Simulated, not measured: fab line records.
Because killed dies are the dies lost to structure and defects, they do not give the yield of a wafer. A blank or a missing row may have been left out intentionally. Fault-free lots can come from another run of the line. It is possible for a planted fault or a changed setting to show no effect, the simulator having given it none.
Which tool was responsible?	flow berkeley-cmos170	at 1 step of a route of 331, 7 lots with 21 wafers sampled

WHAT THE GAUGES READ, wafer by wafer
UCB170_START_BOW_MEAS_00.
lot	measured	on	INCOMING_BOW (um)
L719	day 1 15:00	film-metro-03	-6 0 0
L723	day 2 11:01	film-metro-03	6 -1 3
L725	day 2 21:00	film-metro-04	2 -3 0
L729	day 3 17:01	film-metro-01	-7 2 5
L733	day 4 13:01	film-metro-01	-8 -6 9
L737	day 5 09:01	film-metro-04	3 4 6
L741	day 6 05:02	film-metro-04	7 4 0

TOOL THAT RAN EACH LOT (tool first, then ch and the chambers of the sampled wafers, then the start)
The record holds no process step before these readings.

THE ANSWER, worked out from the rows above alone
Rule: what is usual is taken from the lots themselves. Put in order of their means at a reading, lots are off if they are a third of the lots or fewer, leave a main group of 4 or more, and stand apart from it by a gap of 3 or more times the standard deviation of the main group's means; of several such gaps the widest counts. A main group is skipped when, at the precision printed for the reading in the tables above, its means are all equal. Also off: a lot with no number at a reading for which 4 or more lots have one. Any other lot the step has rows for is counted as sound.
Nothing can be told from this: no lot is off at any reading shown.

WHAT THE SIMULATOR HAD PUT IN
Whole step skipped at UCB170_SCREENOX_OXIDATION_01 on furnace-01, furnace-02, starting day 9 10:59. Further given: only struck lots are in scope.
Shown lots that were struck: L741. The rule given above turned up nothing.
